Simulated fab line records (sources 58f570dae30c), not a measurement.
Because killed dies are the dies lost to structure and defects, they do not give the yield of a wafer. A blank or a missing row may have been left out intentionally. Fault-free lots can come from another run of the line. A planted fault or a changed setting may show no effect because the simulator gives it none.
fab line records | flow berkeley_cmos170
record lots=6 | wafers=18 | last_day=12
route steps=331 shown NLDD@159 SPACER@171 PSD@175
lots untouched by any fault: they come from a run of this same line in which no faults occurred
start_h: the number of hours between the record's first day and the start of the first shown wafer of the lot | wait_h: hours from the lot's prior step to this one | " the same as in the row above | L1.1+2: one row covering several wafers at once | - no value, or no start given | * or withheld: withheld | < > ~ a bound
route shown NAME@n: NAME is a module with steps in the file, n the number in the route of the first one | usual: the fault-free wafers' mean and standard deviation | same: alike in all rows | chamber/n: place in a boat | sites: the reading at each site | _std_site: their standard deviation | _edge_site: outer sites' mean less inner sites' | radius_mm: for every site, how far away it sits from the centre of the wafer | mask NAME#n: copy n | behind: the most recent tool/chamber to have shaped the wafer | hold: what put the lot on hold/how long, in hours/how the hold closed | device: the n, p or np transistor that did not switch | end of line: the same wafers' tests at the end of the route | where a step has no rows: the recipe by itself | killed: the dies lost at the first sort to structure and to defects; this is not the yield of the wafer | map: a wafer's dies, marking killed ones x, the rest . and places with no die _
set.NAME: the setting that was run; set.NAME@STEP: the one run at that earlier step | model.NAME: the simulator's own value behind a step, which no gauge read
certain route steps with their lots: each step a table, each wafer a row
services: from which hour (start_h, from the record's first day; less than 0 if before it) a tool's chamber was out of use, for how many hours, and why
## steps
# step UCB170_NLDD_COAT_01
# recipe resist=KrF | spin_rpm=1500 | resist_thk_nm=900
# step UCB170_NLDD_SOFTBAKE_02
# recipe resist=KrF | temp_c=130 | time_s=60
# step UCB170_NLDD_EXPOSE_03
# recipe mask_id=NSELECT | na=0.5 | sigma_outer=0.6 | source_shape=conventional | target_cd_nm=1200 | dose_mj=30
# step UCB170_NLDD_PEB_04
# recipe peb_temp_c=130 | peb_time_s=withheld | resist=KrF
# step UCB170_NLDD_DEVELOP_05
# recipe developer=TMAH | develop_time_s=45 | resist=KrF | dev_temp_c=21
# step UCB170_NLDD_CD_MEAS_06
# recipe target_cd_nm=1200
# usual cd_nm=1200.8/1.3
lot.wafer | tool      | chamber | start_h | wait_h | cd_nm
L870.2    | cd_sem-01 | -       | 134.07  | -      | 1201.0
L870.3    | "         | -       | "       | "      | 1201.6
L870.4    | "         | -       | "       | "      | 1201.5
L873.1    | cd_sem-02 | -       | 147.37  | -      | 1198.4
L873.5    | "         | -       | "       | "      | 1199.8
L873.6    | "         | -       | "       | "      | 1199.5
L879.3    | cd_sem-01 | -       | 170.21  | -      | 1200.5
L879.4    | "         | -       | "       | "      | 1200.4
L879.6    | "         | -       | "       | "      | 1200.4
L887.1    | cd_sem-01 | -       | 208.13  | -      | 1201.2
L887.3    | "         | -       | "       | "      | 1201.0
L887.6    | "         | -       | "       | "      | 1202.0
L888.3    | cd_sem-01 | -       | 222.45  | -      | 1199.5
L888.4    | "         | -       | "       | "      | 1199.4
L888.6    | "         | -       | "       | "      | 1198.8
L893.3    | cd_sem-01 | -       | 245.77  | -      | 1205.2
L893.5    | "         | -       | "       | "      | 1203.2
L893.6    | "         | -       | "       | "      | 1204.1
# step UCB170_NLDD_OVL_MEAS_07
# usual NLDD_OVL=1/5.6
lot.wafer | tool       | chamber | start_h | wait_h | NLDD_OVL[nm]
L870.2    | overlay-02 | -       | 134.17  | 0.1    | 3
L870.3    | "          | -       | "       | "      | 0
L870.4    | "          | -       | "       | "      | -1
L873.1    | overlay-02 | -       | 147.49  | 0.1    | -4
L873.5    | "          | -       | "       | "      | -4
L873.6    | "          | -       | "       | "      | 1
L879.3    | overlay-02 | -       | 170.31  | 0.1    | -2
L879.4    | "          | -       | "       | "      | -1
L879.6    | "          | -       | "       | "      | -2
L887.1    | overlay-02 | -       | 208.28  | 0.1    | 11
L887.3    | "          | -       | "       | "      | 2
L887.6    | "          | -       | "       | "      | 4
L888.3    | overlay-02 | -       | 222.54  | 0.1    | -13
L888.4    | "          | -       | "       | "      | -2
L888.6    | "          | -       | "       | "      | -4
L893.3    | overlay-02 | -       | 245.86  | 0.1    | -5
L893.5    | "          | -       | "       | "      | 1
L893.6    | "          | -       | "       | "      | 2
# step UCB170_NLDD_IMPLANT_08
# recipe species=As | dose_cm2=5e+13 | energy_kev=30 | tilt_deg=7 | rotation_deg=0
# step UCB170_NLDD_IMPLANT_09
# recipe species=As | dose_cm2=5e+13 | energy_kev=30 | tilt_deg=7 | rotation_deg=180
# step UCB170_NLDD_STRIP_10
# recipe chemistry=O2 | power_w=400 | pressure_mtorr=3500 | platen_temp_c=withheld | o2_flow_sccm=400 | overash_fraction=0.5
# usual drypump_motor_current_A=5.6/0.46 | oes_product_au=0.735/0.0047 | strip_time_to_endpoint_s=21.64/0.076
lot.wafer | tool            | chamber | start_h | wait_h | drypump_motor_current_A | oes_product_au | rf_hours_counter_h | strip_time_to_endpoint_s
L870.2    | plasma_asher-01 | 1       | 134.50  | 0.1    | 5.4                     | 0.735          | 2                  | 21.57
L870.3    | "               | 1       | "       | "      | 5.4                     | 0.728          | -                  | 21.50
L870.4    | "               | 0       | "       | "      | 5.2                     | 0.730          | -                  | 21.57
L873.1    | plasma_asher-01 | 1       | 147.83  | 0.1    | 5.4                     | 0.733          | 3                  | 21.57
L873.5    | "               | 1       | "       | "      | 5.4                     | 0.741          | -                  | 21.59
L873.6    | "               | 0       | "       | "      | 5.2                     | 0.740          | -                  | 21.56
L879.3    | plasma_asher-04 | 1       | 170.66  | 0.1    | 6.4                     | 0.731          | -                  | 21.66
L879.4    | "               | 0       | "       | "      | 5.3                     | 0.737          | -                  | 21.68
L879.6    | "               | 0       | "       | "      | 5.3                     | 0.731          | -                  | 21.68
L887.1    | plasma_asher-02 | 0       | 208.61  | 0.1    | 5.1                     | 0.732          | 54                 | 21.67
L887.3    | "               | 0       | "       | "      | 5.1                     | 0.739          | -                  | 21.68
L887.6    | "               | 1       | "       | "      | 6.1                     | 0.731          | -                  | 21.63
L888.3    | plasma_asher-01 | 1       | 222.90  | 0.1    | 5.4                     | 0.739          | -                  | 21.67
L888.4    | "               | 0       | "       | "      | 5.2                     | 0.735          | -                  | 21.65
L888.6    | "               | 1       | "       | "      | 5.4                     | 0.722          | -                  | 21.73
L893.3    | plasma_asher-02 | 1       | 246.22  | 0.1    | 6.1                     | 0.738          | -                  | 21.73
L893.5    | "               | 1       | "       | "      | 6.1                     | 0.742          | -                  | 21.75
L893.6    | "               | 0       | "       | "      | 5.1                     | 0.730          | -                  | 21.71
# step UCB170_NLDD_TW_MEAS_11
# usual NLDD_TW=2212/12
lot.wafer | tool          | chamber | start_h | wait_h | NLDD_TW
L870.2    | film_metro-03 | -       | 134.61  | 0.1    | 2217
L870.3    | "             | -       | "       | "      | 2226
L870.4    | "             | -       | "       | "      | 2211
L873.1    | film_metro-03 | -       | 147.93  | 0.1    | 2212
L873.5    | "             | -       | "       | "      | 2203
L873.6    | "             | -       | "       | "      | 2195
L879.3    | film_metro-04 | -       | 170.75  | 0.1    | 2194
L879.4    | "             | -       | "       | "      | 2208
L879.6    | "             | -       | "       | "      | 2200
L887.1    | film_metro-01 | -       | 208.71  | 0.1    | 2229
L887.3    | "             | -       | "       | "      | 2218
L887.6    | "             | -       | "       | "      | 2231
L888.3    | film_metro-04 | -       | 222.98  | 0.1    | 2194
L888.4    | "             | -       | "       | "      | 2200
L888.6    | "             | -       | "       | "      | 2192
L893.3    | film_metro-04 | -       | 246.30  | 0.1    | 2211
L893.5    | "             | -       | "       | "      | 2224
L893.6    | "             | -       | "       | "      | 2224
# step UCB170_NLDD_CLEAN_12
# recipe chemistry=SPM | temp_c=120 | time_s=600
# step UCB170_SPACER_CVD_00
# recipe material=SiO2 | target_thk_nm=376 | temp_c=390 | precursor=TEOS/O2 | time_s=48.07 | rf_w=550 | pressure_mtorr=9000
# usual heater_power_w=276/62
lot.wafer | tool     | chamber | start_h | wait_h | heater_power_w | model.SiO2_of_SPACER_CVD_00.thk_nm
L870.2    | pecvd-01 | 1       | 137.74  | 0.0    | 232            | 375
L870.3    | "        | 2       | "       | "      | 305            | 380
L870.4    | "        | 0       | "       | "      | 363            | 390.1
L873.1    | pecvd-01 | 2       | 148.17  | 0.0    | 264            | 385.3
L873.5    | "        | 1       | "       | "      | 192            | 389.9
L873.6    | "        | 2       | "       | "      | 286            | 392.4
L879.3    | pecvd-03 | 0       | 171.07  | 0.0    | 175            | 380
L879.4    | "        | 1       | "       | "      | 224            | 387.5
L879.6    | "        | 2       | "       | "      | 327            | 387
L887.1    | pecvd-03 | 1       | 209.02  | 0.0    | 263            | 376.4
L887.3    | "        | 0       | "       | "      | 235            | 498.6
L887.6    | "        | 0       | "       | "      | 156            | 511.1
L888.3    | pecvd-03 | 1       | 223.20  | 0.0    | 241            | 366.2
L888.4    | "        | 1       | "       | "      | 257            | 375
L888.6    | "        | 0       | "       | "      | 197            | 500.1
L893.3    | pecvd-02 | 0       | 247.48  | 0.0    | 266            | 390.4
L893.5    | "        | 2       | "       | "      | 271            | 393.3
L893.6    | "        | 0       | "       | "      | 279            | 391.9
# step UCB170_SPACER_THK_MEAS_01
# recipe reads=SiO2_of_SPACER_CVD_00
# usual SPACER_TEOS_THK=385/5.6
lot.wafer | tool          | chamber | start_h | wait_h | SPACER_TEOS_THK[nm]
L870.2    | film_metro-04 | -       | 137.80  | 0.0    | 375
L870.3    | "             | -       | "       | "      | 380
L870.4    | "             | -       | "       | "      | 390
L873.1    | film_metro-03 | -       | 148.21  | 0.0    | 385
L873.5    | "             | -       | "       | "      | 390
L873.6    | "             | -       | "       | "      | 392
L879.3    | film_metro-02 | -       | 171.13  | 0.0    | 380
L879.4    | "             | -       | "       | "      | 388
L879.6    | "             | -       | "       | "      | 387
L887.1    | film_metro-02 | -       | 209.06  | 0.0    | 376
L887.3    | "             | -       | "       | "      | 499
L887.6    | "             | -       | "       | "      | 511
L888.3    | film_metro-03 | -       | 223.26  | 0.0    | 366
L888.4    | "             | -       | "       | "      | 375
L888.6    | "             | -       | "       | "      | 500
L893.3    | film_metro-04 | -       | 247.55  | 0.0    | 390
L893.5    | "             | -       | "       | "      | 393
L893.6    | "             | -       | "       | "      | 392
# step UCB170_SPACER_ANNEAL_02
# recipe temp_c=900 | time_s=1800 | ambient=N2
# step UCB170_SPACER_ETCHBACK_03
# recipe stop_on=Si | target=SiO2 | chemistry=CHF3/CF4/Ar | CHF3_flow_sccm=50 | cf4_flow_sccm=10 | Ar_flow_sccm=120 | pressure_mtorr=200 | rf_w=500 | target_depth_a=3760 | time_s=100
# usual drypump_motor_current_A=5.49/0.29 | mfc_ar_sccm=120.0/0.37 | oes_product_au=0.914/0.018 | throttle_valve_pct=6.41/0.098
lot.wafer | tool        | chamber | start_h | wait_h | drypump_motor_current_A | mfc_ar_sccm | oes_product_au | rf_hours_counter_h | throttle_valve_pct | model.etch.depth_nm
L870.2    | rie_diel-04 | 2       | 142.24  | 0.0    | 5.08                    | 120.0       | 0.900          | 58                 | 6.41               | 375
L870.3    | "           | 1       | "       | "      | 5.81                    | 119.8       | 0.891          | 133                | 6.64               | 380
L870.4    | "           | 3       | "       | "      | 5.07                    | 119.5       | 0.936          | 135                | 6.37               | 390.1
L873.1    | rie_diel-03 | 1       | 150.78  | 0.0    | 5.63                    | 119.6       | 0.903          | 108                | 6.28               | 385.3
L873.5    | "           | 0       | "       | "      | 5.44                    | 119.7       | 0.900          | -                  | 6.42               | 389.9
L873.6    | "           | 3       | "       | "      | 5.51                    | 121.2       | 0.927          | -                  | 6.42               | 392.4
L879.3    | rie_diel-03 | 3       | 175.30  | 0.0    | 5.50                    | 120.6       | 0.906          | 83                 | 6.41               | 380
L879.4    | "           | 2       | "       | "      | 5.19                    | 120.0       | 0.929          | 140                | 6.27               | 387.5
L879.6    | "           | 2       | "       | "      | 5.19                    | 119.7       | 0.919          | -                  | 6.28               | 387
L887.1    | rie_diel-03 | 3       | 211.88  | 0.1    | 5.51                    | 119.9       | 0.897          | 85                 | 6.42               | 376.4
L887.3    | "           | 0       | "       | "      | 5.46                    | 119.9       | 0.985          | 42                 | 6.44               | 437.2
L887.6    | "           | 3       | "       | "      | 5.56                    | 119.7       | 0.978          | -                  | 6.42               | 420.9
L888.3    | rie_diel-04 | 1       | 228.56  | 0.0    | 5.77                    | 120.0       | 0.872          | 137                | 6.64               | 366.2
L888.4    | "           | 3       | "       | "      | 5.06                    | 119.8       | 0.909          | 139                | 6.39               | 375
L888.6    | "           | 2       | "       | "      | 5.05                    | 119.9       | 1.014          | -                  | 6.42               | 434.4
L893.3    | rie_diel-04 | 2       | 252.11  | 0.0    | 5.06                    | 119.7       | 0.928          | 63                 | 6.40               | 390.4
L893.5    | "           | 1       | "       | "      | 5.76                    | 119.5       | 0.920          | -                  | 6.63               | 393.3
L893.6    | "           | 2       | "       | "      | 5.05                    | 120.2       | 0.931          | -                  | 6.41               | 391.9
# step UCB170_PSD_HMDS_00
# recipe prime_time_s=60 | prime_temp_c=100
## services
tool            | chamber | start_h | hours | kind
plasma_asher-01 | 0       | 117.75  | -     | clean
plasma_asher-01 | 1       | 117.75  | -     | clean
rie_diel-03     | 3       | 125.53  | 4.9   | repair
pecvd-03        | 2       | 126.28  | 10.4  | repair
rie_diel-03     | 1       | 133.39  | 4.7   | repair
rie_diel-03     | 0       | 135.29  | 7.5   | repair
pecvd-02        | -       | 135.50  | 14.0  | pm
plasma_asher-01 | -       | 163.66  | 9.1   | repair
rie_diel-04     | 3       | 169.45  | 1.2   | repair
pecvd-03        | 1       | 172.65  | 22.3  | repair
rie_diel-04     | -       | 202.55  | 14.6  | pm
plasma_asher-01 | -       | 205.54  | 1.5   | repair
rie_diel-03     | 2       | 210.61  | 5.7   | repair
pecvd-01        | 1       | 212.11  | 2.4   | repair
rie_diel-03     | 3       | 221.04  | 6.2   | repair
rie_diel-03     | 2       | 235.69  | -     | clean
rie_diel-03     | 2       | 235.69  | 17.2  | scheduled_down
rie_diel-03     | 2       | 235.69  | 17.2  | vent_cycle
plasma_asher-01 | -       | 237.56  | 0.7   | repair
pecvd-01        | -       | 242.50  | 14.0  | pm
pecvd-01        | 0       | 242.50  | 14.0  | vent_cycle
rie_diel-04     | 3       | 248.31  | -     | clean
rie_diel-04     | 3       | 248.31  | 19.1  | scheduled_down
rie_diel-04     | 3       | 248.31  | 19.1  | vent_cycle
## key
first_sign step=UCB170_SPACER_THK_MEAS_01 | reading=SPACER_TEOS_THK | direction=up | sigmas=21 | usual=385 | struck=503
effect step=UCB170_SPACER_ETCHBACK_03 | reading=oes_product_au | direction=up | sigmas=4.4 | usual=0.914 | struck=0.992
model_effect step=UCB170_SPACER_CVD_00 | value=SiO2_of_SPACER_CVD_00.thk_nm | without=380.1 | struck=503.3
model_effect step=UCB170_SPACER_ETCHBACK_03 | value=etch.depth_nm | without=380.1 | struck=430.9
met_at UCB170_SPACER_CVD_00
struck_wafers L887.3,L887.6,L888.6
later_rows_left_out L887.3,L887.6,L888.6
sort_left_out L887.3,L887.6,L888.6
tester_left_out L887,L888
onset_between 171.07 209.02
fault kind=process_parameter_drift | tool=pecvd-03 | chamber=0 | onset_h=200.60 | steps=UCB170_SPACER_CVD_00 | channel=target_thk_nm | offset=120.15 | shape=step | end_h=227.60 | acts_in=these_recipes_only | stated=376
# tester_left_out: of these lots the tester's yield and bins aren't shown, on N5 and GAA mostly nor the transistor test; their killed dies are dies lost to structure and defects alone, not to doping, threshold or leakage, so they don't give the yield
# sort_left_out: the simulated sort isn't trusted on such a fault, so these wafers' sort isn't shown, and their yield isn't known
# later_rows_left_out: the simulator's readings of these wafers behind a module that went badly wrong aren't trusted and aren't shown, but for the sort
